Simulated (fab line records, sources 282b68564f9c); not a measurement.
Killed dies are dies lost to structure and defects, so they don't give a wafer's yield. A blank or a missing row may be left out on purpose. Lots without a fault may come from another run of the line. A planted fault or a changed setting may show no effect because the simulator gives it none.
fab line records | flow rit_cmos
record lots=6 wafers=18 last_day=7
route steps=202 shown ACTIVE@1 FOX1@20 FOX2@23 M1@202
lots that met no fault: from a run of the same line without faults
start_h: hours from the record's first day to the start of the lot's first wafer shown | wait_h: hours since the lot's step before | " the same as in the row above | L1.1+2: a row that stands for several wafers | - no value, or no start given | * or withheld: withheld | < > ~ a bound
route shown NAME@n: a module of which the file shows steps, and the number in the route of the first | usual: mean/standard deviation of fault-free wafers | same: alike in all rows | chamber/n: place in a boat | sites: the reading at each site | _std_site: their standard deviation | _edge_site: outer sites' mean less inner sites' | radius_mm: how far each site lies from the wafer's centre | mask NAME#n: copy n | behind: the tool/chamber that last shaped the wafer | hold: why the lot was held/for how many hours/how that ended | device: the transistor (n, p or np) that didn't switch | end of line: the same wafers' tests at the end of the route | a step without rows: its recipe alone | killed: dies lost to structure and defects at the first sort, not the wafer's yield | map: a wafer's dies, x killed, . not, _ none there
set.NAME: the setting as run; set.NAME@STEP: as run at that earlier step | model.NAME: the simulator's own value behind a step, which no gauge read
lots at some steps of the route; a table a step, a row a wafer
services: from which hour (start_h, from the record's first day; less than 0 if before it) a tool's chamber was out of use, for how many hours, and why
## steps
# step RIT_ACTIVE_BOW_MEAS_00
# recipe mode=bow
# usual INCOMING_BOW=1/6.4
# columns lot.wafer tool chamber start_h wait_h INCOMING_BOW[um]
L689.2 film_metro-03 - 35.02 - -3
L689.4 " - " " -5
L689.5 " - " " 10
L691.2 film_metro-04 - 45.02 - -5
L691.3 " - " " -5
L691.5 " - " " 11
L699.3 film_metro-04 - 85.04 - -6
L699.4 " - " " -7
L699.6 " - " " 13
L703.4 film_metro-02 - 105.06 - -7
L703.5 " - " " 8
L703.6 " - " " 4
L704.1 film_metro-04 - 110.00 - -2
L704.2 " - " " 4
L704.3 " - " " -7
L707.2 film_metro-04 - 125.02 - 3
L707.4 " - " " 8
L707.6 " - " " -6
# step RIT_ACTIVE_OXIDATION_01
# recipe temp_c=1000 ambient=O2 target_thk_a=468 ox_time_s=3360
# step RIT_ACTIVE_THK_MEAS_02
# recipe reads=SiO2_of_ACTIVE_OXIDATION_01
# usual ACTIVE_OXIDE_THK=46.8/0.74
# columns lot.wafer tool chamber start_h wait_h ACTIVE_OXIDE_THK[nm]
L689.2 film_metro-03 - 37.06 0.0 46.2
L689.4 " - " " 46.0
L689.5 " - " " 45.7
L691.2 film_metro-04 - 47.06 0.0 45.3
L691.3 " - " " 45.3
L691.5 " - " " 44.5
L699.3 film_metro-02 - 87.07 0.0 46.4
L699.4 " - " " 45.4
L699.6 " - " " 45.7
L703.4 film_metro-03 - 107.09 0.0 45.6
L703.5 " - " " 46.5
L703.6 " - " " 46.1
L704.1 film_metro-03 - 112.05 0.0 46.2
L704.2 " - " " 46.3
L704.3 " - " " 46.2
L707.2 film_metro-02 - 127.06 0.0 46.5
L707.4 " - " " 46.4
L707.6 " - " " 47.0
# step RIT_ACTIVE_CVD_03
# recipe material=Si3N4 target_thk_nm=150 temp_c=810 precursor=SiH2Cl2/NH3 time_s=1500 pressure_mtorr=300 sih2cl2_flow_sccm=60.78 nh3_flow_sccm=150
# usual nh3_flow_sccm=150.0/0.45 zone_power_source_pct=19.3/1.5
# columns lot.wafer tool chamber start_h wait_h nh3_flow_sccm zone_power_source_pct model.Si3N4_of_ACTIVE_CVD_03.thk_nm
L689.2 lpcvd-01 0 37.11 0.0 119.7 18.1 130.1
L689.4 " 0 " " 120.3 18.0 131.6
L689.5 " 0 " " 119.9 17.8 131.1
L691.2 lpcvd-01 0 47.11 0.0 119.8 17.6 129.9
L691.3 " 0 " " 120.1 17.8 130.7
L691.5 " 0 " " 119.7 18.0 130.5
L699.3 lpcvd-02 1 87.11 0.0 149.7 22.2 147.7
L699.4 " 1 " " 149.7 22.2 148.5
L699.6 " 1 " " 149.7 22.2 147.5
L703.4 lpcvd-02 0 107.12 0.0 150.0 19.0 145.4
L703.5 " 0 " " 150.6 19.0 145.4
L703.6 " 0 " " 150.2 18.9 146.9
L704.1 lpcvd-01 1 112.11 0.1 149.8 20.8 152
L704.2 " 1 " " 149.3 20.9 151.6
L704.3 " 1 " " 149.9 20.8 151.8
L707.2 lpcvd-01 1 127.11 0.0 148.8 20.5 152.5
L707.4 " 1 " " 149.5 20.6 152.8
L707.6 " 1 " " 149.8 20.5 153
# step RIT_ACTIVE_THK_MEAS_04
# recipe reads=Si3N4_of_ACTIVE_CVD_03
# usual ACTIVE_NITRIDE_THK=150.4/1.9
# columns lot.wafer tool chamber start_h wait_h ACTIVE_NITRIDE_THK[nm]
L689.2 film_metro-04 - 38.54 0.0 130.3
L689.4 " - " " 131.5
L689.5 " - " " 131.1
L691.2 film_metro-04 - 48.54 0.0 130.0
L691.3 " - " " 130.7
L691.5 " - " " 130.4
L699.3 film_metro-03 - 88.55 0.0 147.7
L699.4 " - " " 148.5
L699.6 " - " " 147.5
L703.4 film_metro-04 - 108.56 0.0 145.4
L703.5 " - " " 145.3
L703.6 " - " " 146.9
L704.1 film_metro-02 - 113.53 0.0 152.1
L704.2 " - " " 151.6
L704.3 " - " " 151.7
L707.2 film_metro-04 - 128.54 0.0 152.4
L707.4 " - " " 152.9
L707.6 " - " " 153.1
# step RIT_ACTIVE_HMDS_05
# recipe prime_time_s=60 prime_temp_c=140
# step RIT_ACTIVE_COAT_06
# recipe resist=NOVOLAK spin_rpm=3250 resist_thk_nm=1000
# step RIT_ACTIVE_SOFTBAKE_07
# recipe resist=NOVOLAK temp_c=90 time_s=60
# step RIT_ACTIVE_EXPOSE_08
# recipe mask_id=M1 na=0.6 source_shape=conventional sigma_outer=0.6 target_cd_nm=1400 dose_mj=225
# step RIT_ACTIVE_PEB_09
# recipe resist=NOVOLAK temp_c=withheld time_s=withheld
# step RIT_ACTIVE_DEVELOP_10
# recipe resist=NOVOLAK develop_time_s=50 dev_temp_c=23
# step RIT_ACTIVE_CD_MEAS_11
# recipe target_cd_nm=1400
# usual cd_nm=1400.2/2.4
# columns lot.wafer tool chamber start_h wait_h cd_nm
L689.2 cd_sem-01 - 39.58 - 1396.7
L689.4 " - " " 1398.1
L689.5 " - " " 1397.7
L691.2 cd_sem-01 - 49.46 - 1402.8
L691.3 " - " " 1401.7
L691.5 " - " " 1404.4
L699.3 cd_sem-01 - 89.48 - 1398.6
L699.4 " - " " 1398.4
L699.6 " - " " 1397.0
L703.4 cd_sem-02 - 109.50 - 1400.9
L703.5 " - " " 1402.6
L703.6 " - " " 1402.8
L704.1 cd_sem-02 - 114.57 - 1402.4
L704.2 " - " " 1401.5
L704.3 " - " " 1402.9
L707.2 cd_sem-02 - 129.46 - 1403.9
L707.4 " - " " 1402.9
L707.6 " - " " 1403.2
# step RIT_ACTIVE_HARDBAKE_12
# recipe resist=NOVOLAK temp_c=140 time_s=60
# step RIT_ACTIVE_ETCH_13
# recipe stop_on=SiO2 chemistry=SF6 target=Si3N4 time_s=210 over_etch_frac=0.4314 SF6_flow_sccm=200 pressure_mtorr=260 rf_w=125 target_depth_a=2100
# usual chamber_pressure_mTorr=260.01/0.24 drypump_motor_current_A=5.7/0.4 oes_product_au=0.813/0.011 throttle_valve_pct=7.51/0.069
# columns lot.wafer tool chamber start_h wait_h chamber_pressure_mTorr drypump_motor_current_A oes_product_au rf_hours_counter_h throttle_valve_pct model.ACTIVE.feature_depth_nm model.etch.depth_nm
L689.2 rie_diel-02 3 39.83 0.1 260.33 5.8 0.773 60 7.48 131.4 130.1
L689.4 " 2 " " 260.20 5.6 0.757 4 7.59 131.7 131.6
L689.5 " 0 " " 259.85 5.0 0.746 - 7.61 132.2 131.1
L691.2 rie_diel-03 2 49.71 0.1 259.85 5.2 0.746 3 7.61 132.5 129.9
L691.3 " 1 " " 259.80 5.6 0.761 73 7.48 132.2 130.7
L691.5 " 0 " " 259.80 5.9 0.758 - 7.55 132.4 130.5
L699.3 rie_diel-02 3 89.71 0.1 259.72 5.8 0.825 61 7.49 149.1 147.7
L699.4 " 0 " " 260.28 5.0 0.801 24 7.64 149.6 148.5
L699.6 " 1 " " 260.36 6.4 0.799 - 7.43 148.9 147.5
L703.4 rie_diel-01 1 109.78 0.1 259.78 5.4 0.787 - 7.51 147.1 145.4
L703.5 " 0 " " 260.07 6.1 0.804 - 7.42 148.4 145.4
L703.6 " 2 " " 260.21 6.1 0.811 - 7.42 149 146.9
L704.1 rie_diel-02 0 114.84 0.1 260.03 5.0 0.802 25 7.62 153.1 152
L704.2 " 3 " " 259.97 5.8 0.825 61 7.49 152.9 151.6
L704.3 " 2 " " 259.96 5.6 0.818 5 7.59 151.9 151.8
L707.2 rie_diel-01 2 129.71 0.1 260.08 6.1 0.827 147 7.45 154.6 152.5
L707.4 " 1 " " 259.74 5.3 0.815 - 7.51 154.6 152.8
L707.6 " 2 " " 259.89 6.1 0.825 - 7.42 155.1 153
# step RIT_ACTIVE_STRIP_14
# recipe chemistry=O2 time_s=180 resist=NOVOLAK platen_temp_c=withheld power_w=500 pressure_mtorr=4000 o2_flow_sccm=4000
# usual chamber_pressure_mTorr=4000/3.5 drypump_motor_current_A=5.6/0.37
# columns lot.wafer tool chamber start_h wait_h chamber_pressure_mTorr drypump_motor_current_A rf_hours_counter_h
L689.2 plasma_asher-04 0 39.97 0.1 4002 5.7 40
L689.4 " 1 " " 4001 4.9 -
L689.5 " 0 " " 4003 5.7 -
L691.2 plasma_asher-02 0 49.84 0.1 3998 6.0 27
L691.3 " 0 " " 4003 5.9 -
L691.5 " 1 " " 4000 5.8 -
L699.3 plasma_asher-03 1 89.90 0.1 3999 5.5 -
L699.4 " 0 " " 4002 6.1 -
L699.6 " 1 " " 3999 5.5 -
L703.4 plasma_asher-04 1 109.90 0.1 4000 4.9 -
L703.5 " 1 " " 3996 4.9 -
L703.6 " 0 " " 3999 5.7 -
L704.1 plasma_asher-04 1 114.98 0.1 3994 4.9 47
L704.2 " 0 " " 3995 5.7 47
L704.3 " 1 " " 4002 4.9 -
L707.2 plasma_asher-02 0 129.91 0.1 4006 5.9 36
L707.4 " 0 " " 3998 6.0 -
L707.6 " 0 " " 3998 5.9 -
# step RIT_ACTIVE_CD_MEAS_90
# recipe target_cd_nm=1400
# usual cd_nm=1400.2/2.5
# columns lot.wafer tool chamber start_h wait_h cd_nm
L689.2 cd_sem-02 - 40.16 0.1 1396.8
L689.4 " - " " 1397.8
L689.5 " - " " 1398.0
L691.2 cd_sem-01 - 50.04 0.1 1403.0
L691.3 " - " " 1401.0
L691.5 " - " " 1404.2
L699.3 cd_sem-01 - 90.06 0.1 1398.7
L699.4 " - " " 1398.9
L699.6 " - " " 1397.1
L703.4 cd_sem-01 - 110.08 0.1 1401.3
L703.5 " - " " 1402.5
L703.6 " - " " 1402.6
L704.1 cd_sem-01 - 115.15 0.1 1402.3
L704.2 " - " " 1401.4
L704.3 " - " " 1402.3
L707.2 cd_sem-02 - 130.10 0.1 1403.6
L707.4 " - " " 1402.8
L707.6 " - " " 1402.9
# step RIT_ACTIVE_CLEAN_15
# recipe chemistry=SC1 mix=3:3:50 time_s=600 temp_c=75
# step RIT_ACTIVE_CLEAN_16
# recipe chemistry=dHF dilution=50:1 time_s=30
# step RIT_ACTIVE_CLEAN_17
# recipe chemistry=SC2 mix=3:3:50 time_s=600 temp_c=75 dry=n2_spin
# step RIT_FOX1_OXIDATION_00
# recipe temp_c=1100 ambient=H2O target_thk_a=3507 p_h2o_torr=720 ox_time_s=1130
# step RIT_FOX1_THK_MEAS_01
# recipe reads=SiO2_of_FOX1_OXIDATION_00
# usual FOX1_OXIDE_THK=352/6.8
# columns lot.wafer tool chamber start_h wait_h FOX1_OXIDE_THK[nm]
L689.2 film_metro-01 - 41.96 0.0 350
L689.4 " - " " 356
L689.5 " - " " 352
L691.2 film_metro-02 - 52.00 0.0 350
L691.3 " - " " 353
L691.5 " - " " 358
L699.3 film_metro-02 - 91.91 0.0 341
L699.4 " - " " 344
L699.6 " - " " 339
L703.4 film_metro-01 - 111.94 0.0 345
L703.5 " - " " 346
L703.6 " - " " 346
L704.1 film_metro-02 - 118.30 0.0 356
L704.2 " - " " 355
L704.3 " - " " 356
L707.2 film_metro-04 - 131.90 0.0 362
L707.4 " - " " 367
L707.6 " - " " 360
# step RIT_FOX1_WET_ETCH_02
# recipe chemistry=BOE target_depth_nm=350 time_s=390 temp_c=21.5 dry=n2_spin dilution=10:1 target=SiO2
# step RIT_FOX2_OXIDATION_00
# recipe temp_c=1100 ambient=H2O target_thk_a=3507 p_h2o_torr=720 ox_time_s=1130
# step RIT_FOX2_THK_MEAS_01
# recipe reads=SiO2_of_FOX2_OXIDATION_00
# usual FOX2_OXIDE_THK=353/6.4
# columns lot.wafer tool chamber start_h wait_h FOX2_OXIDE_THK[nm]
L689.2 film_metro-01 - 43.46 0.0 355
L689.4 " - " " 356
L689.5 " - " " 356
L691.2 film_metro-01 - 53.50 0.0 345
L691.3 " - " " 356
L691.5 " - " " 335
L699.3 film_metro-01 - 93.42 0.0 350
L699.4 " - " " 350
L699.6 " - " " 349
L703.4 film_metro-03 - 113.43 0.0 356
L703.5 " - " " 351
L703.6 " - " " 351
L704.1 film_metro-03 - 119.87 0.0 352
L704.2 " - " " 355
L704.3 " - " " 353
L707.2 film_metro-03 - 133.40 0.0 354
L707.4 " - " " 345
L707.6 " - " " 346
# step RIT_FOX2_CLEAN_02
# recipe chemistry=dHF dilution=50:1 time_s=180
# columns lot.wafer tool chamber start_h wait_h model.Si3N4_of_ACTIVE_CVD_03.thk_nm
L689.2 wet_bench-04 3 43.51 0.0 110.8
L689.4 " 3 " " 112.3
L689.5 " 3 " " 111.8
L691.2 wet_bench-01 1 53.55 0.0 110.7
L691.3 " 1 " " 111.4
L691.5 " 1 " " 111.3
L699.3 wet_bench-01 3 93.46 0.0 128.5
L699.4 " 3 " " 129.2
L699.6 " 3 " " 128.2
L703.4 wet_bench-04 2 113.46 0.0 126.1
L703.5 " 2 " " 126.2
L703.6 " 2 " " 127.6
L704.1 wet_bench-02 1 119.93 0.1 132.8
L704.2 " 1 " " 132.4
L704.3 " 1 " " 132.6
L707.2 wet_bench-04 1 133.45 0.0 133.2
L707.4 " 1 " " 133.6
L707.6 " 1 " " 133.8
# step RIT_FOX2_WET_ETCH_03
# recipe chemistry=H3PO4 target=Si3N4 target_depth_nm=195 temp_c=165 time_s=2700
# step RIT_M1_PROBE_99
# usual killed_at_M0_to_M3=0.0/0.18 killed_at_contacts=0.1/0.27 killed_at_front_end=6.6/3 killed_dies=7/3 killed_open=3.3/2 killed_short=3.4/2
# same gross_dies=264 killed_at_M4_up=0 killed_at_back_side=0 killed_at_other=0
# columns lot.wafer tool chamber start_h wait_h killed_at_M0_to_M3 killed_at_contacts killed_at_front_end killed_dies killed_open killed_short model.etest.nldd.width_nm model.etest.pldd.width_nm
L689.2 prober-01 - 82.45 0.1 0 1 2 3 2 1 3151 3161
L689.4 prober-01 - 82.55 0.2 0 0 7 7 4 3 3148 3167
L689.5 prober-01 - 82.60 0.2 0 0 3 3 2 1 3177 3151
L699.3 prober-01 - 135.02 0.2 0 0 5 5 2 3 3180 3184
L699.4 prober-01 - 135.07 0.2 0 0 7 7 4 3 3197 3200
L699.6 prober-01 - 135.17 0.2 0 0 7 7 4 3 3193 3197
L703.4 prober-01 - 153.71 0.2 0 0 6 6 3 3 3177 3191
L703.5 prober-01 - 153.76 0.2 0 0 6 6 4 2 3187 3189
L703.6 prober-01 - 153.81 0.2 0 0 4 4 4 0 3180 3190
L704.1 prober-02 - 157.72 0.1 0 0 11 11 5 6 3196 3201
L704.2 prober-02 - 157.77 0.1 0 0 7 7 2 5 3175 3186
L704.3 prober-02 - 157.82 0.2 0 0 14 14 8 6 3170 3194
L707.2 prober-02 - 171.05 0.1 0 0 7 7 3 4 3156 3169
L707.4 prober-02 - 171.15 0.2 0 0 8 8 7 1 3175 3170
L707.6 prober-02 - 171.25 0.2 1 0 10 11 8 3 3168 3181
# killed by level:class
L689.2 GATE:geometric_particle:open=2 CONTACT:geometric_particle:short=1
L689.4 GATE:geometric_particle:open=3 FOX1:geometric_particle:short=1 FOX1:geometric_particle:open=1 FOX2:geometric_particle:short=1 SPACER:geometric_particle:short=1
L689.5 FOX2:geometric_particle:short=1 REOX:geometric_particle:open=1 SPACER:geometric_particle:open=1
L699.3 FOX2:geometric_particle:open=1 GATE:geometric_particle:open=1 GATE:geometric_particle:short=1 REOX:geometric_particle:short=1 SILICIDE:geometric_particle:short=1
L699.4 REOX:geometric_particle:short=3 SILICIDE:geometric_particle:open=2 FOX1:geometric_particle:open=1 FOX2:geometric_particle:open=1
L699.6 SPACER:geometric_particle:short=2 FOX1:geometric_particle:short=1 FOX1:geometric_particle:open=1 GATE:geometric_particle:open=1 SPACER:geometric_particle:open=1 SILICIDE:geometric_particle:open=1
L703.4 FOX1:geometric_particle:short=2 FOX1:geometric_particle:open=1 GATE:geometric_particle:open=1 SPACER:geometric_particle:short=1 SPACER:geometric_particle:open=1
L703.5 GATE:geometric_particle:open=2 GATE:geometric_particle:short=2 FOX1:geometric_particle:open=1 REOX:geometric_particle:open=1
L703.6 GATE:geometric_particle:open=3 SPACER:geometric_particle:open=1
L704.1 GATE:geometric_particle:open=3 FOX1:geometric_particle:open=2 GATE:geometric_particle:short=2 FOX2:geometric_particle:short=1 REOX:geometric_particle:short=1 SPACER:geometric_particle:short=1 SILICIDE:geometric_particle:short=1
L704.2 GATE:geometric_particle:short=3 FOX2:geometric_particle:short=2 GATE:geometric_particle:open=1 SILICIDE:geometric_particle:open=1
L704.3 FOX2:geometric_particle:short=2 GATE:geometric_particle:open=2 REOX:geometric_particle:open=2 SILICIDE:geometric_particle:open=2 FOX1:geometric_particle:short=1 FOX1:geometric_particle:open=1 FOX2:geometric_particle:open=1 GATE:geometric_particle:short=1
L707.2 GATE:geometric_particle:open=3 GATE:geometric_particle:short=2 REOX:geometric_particle:short=1 SILICIDE:geometric_particle:short=1
L707.4 GATE:geometric_particle:open=4 FOX1:geometric_particle:open=1 SPACER:geometric_particle:open=1 SPACER:geometric_particle:short=1 SILICIDE:geometric_particle:open=1
L707.6 SPACER:geometric_particle:open=3 GATE:geometric_particle:open=2 REOX:geometric_particle:open=2 FOX2:geometric_particle:open=1 GATE:geometric_particle:short=1 SPACER:geometric_particle:short=1 M1:geometric_particle:short=1
## services
# columns tool chamber start_h hours kind
lpcvd-02 - 14.98 6.0 pm
rie_diel-02 1 43.09 5.8 repair
wet_bench-04 - 87.11 3.1 repair
rie_diel-01 3 99.00 7.7 repair
rie_diel-01 3 106.66 - clean
rie_diel-01 3 106.66 23.5 scheduled_down
rie_diel-01 3 106.66 23.5 vent_cycle
wet_bench-02 - 107.87 1.8 repair
plasma_asher-03 - 108.75 9.0 pm
plasma_asher-03 0 108.75 9.0 vent_cycle
plasma_asher-03 1 108.75 9.0 vent_cycle
plasma_asher-03 0 117.75 - clean
plasma_asher-03 1 117.75 - clean
rie_diel-01 0 118.56 13.5 repair
rie_diel-03 - 120.31 2.8 pm
lpcvd-01 - 131.62 2.8 pm
## key
first_sign step=RIT_ACTIVE_CVD_03 reading=nh3_flow_sccm direction=down sigmas=67 usual=150.0 struck=119.9
effect step=RIT_ACTIVE_THK_MEAS_04 reading=ACTIVE_NITRIDE_THK direction=down sigmas=11 usual=150.4 struck=130.7
effect step=RIT_ACTIVE_ETCH_13 reading=oes_product_au direction=down sigmas=5.1 usual=0.813 struck=0.757
model_effect step=RIT_ACTIVE_CVD_03 value=Si3N4_of_ACTIVE_CVD_03.thk_nm without=152 struck=130.6
model_effect step=RIT_ACTIVE_ETCH_13 value=ACTIVE.feature_depth_nm without=153.5 struck=132.1
model_effect step=RIT_FOX2_CLEAN_02 value=Si3N4_of_ACTIVE_CVD_03.thk_nm without=132.8 struck=111.4
model_effect step=RIT_M1_PROBE_99 value=etest.nldd.width_nm without=3186 struck=3159
met_at RIT_ACTIVE_CVD_03
struck_wafers L689.2,L689.4,L689.5,L691.2,L691.3,L691.5
rows_end L691.2,L691.3,L691.5
tester_left_out L689
fault kind=process_parameter_drift tool=lpcvd-01 chamber=- onset_h=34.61 steps=RIT_ACTIVE_CVD_03 channel=nh3_flow_sccm offset=-30 shape=step end_h=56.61 acts_in=these_recipes_only stated=150
# tester_left_out: of these lots the tester's yield and bins aren't shown, on N5 and GAA mostly nor the transistor test; their killed dies are dies lost to structure and defects alone, not to doping, threshold or leakage, so they don't give the yield
# rows_end: these wafers met a further fault down the route, and their rows from its step on are left out
